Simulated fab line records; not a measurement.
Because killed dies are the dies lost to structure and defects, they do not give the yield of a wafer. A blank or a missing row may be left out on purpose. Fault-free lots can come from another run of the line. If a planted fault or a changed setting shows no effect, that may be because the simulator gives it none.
Which of the tools did it? | flow berkeley_cmos170 | 6 lots (18 wafers sampled), 1 step of a 331-step route

== WHAT THE GAUGES READ, wafer by wafer ==
UCB170_GATE_THK_MEAS_02.
lot  | measured    | on            | GATE_OXIDE_THK (nm)
L844 | day 6 13:17 | film_metro-03 | 6.93 6.88 7.03
L847 | day 6 19:22 | film_metro-04 | 6.85 6.75 6.90
L848 | day 7 09:03 | film_metro-02 | 6.66 6.62 6.58
L850 | day 7 16:52 | film_metro-02 | 6.88 6.86 6.72
L854 | day 8 16:51 | film_metro-04 | 7.07 7.11 7.23
L858 | day 9 10:35 | film_metro-04 | 6.63 6.70 6.78

== TOOL THAT RAN EACH LOT (tool first, then ch and the chambers of the sampled wafers, then the start) ==
There is no process step in the record ahead of these readings.

== THE ANSWER, worked out from the rows above alone ==
Rule: usual is defined by the lots themselves. Put in order of their means at a reading, lots are off if they are a third of the lots or fewer, leave a main group of 4 or more, and stand apart from it by a gap of 3 or more times the standard deviation of the main group's means; of several such gaps the widest counts. If all means in a main group match to the digits the tables above print for the reading, that group is not used. Also off: a lot with no number at a reading for which 4 or more lots have one. The other lots that the step has rows for count as sound.
No lot is off at any reading shown: from this, nothing can be told.

== WHAT WAS PUT IN BY THE SIMULATOR ==
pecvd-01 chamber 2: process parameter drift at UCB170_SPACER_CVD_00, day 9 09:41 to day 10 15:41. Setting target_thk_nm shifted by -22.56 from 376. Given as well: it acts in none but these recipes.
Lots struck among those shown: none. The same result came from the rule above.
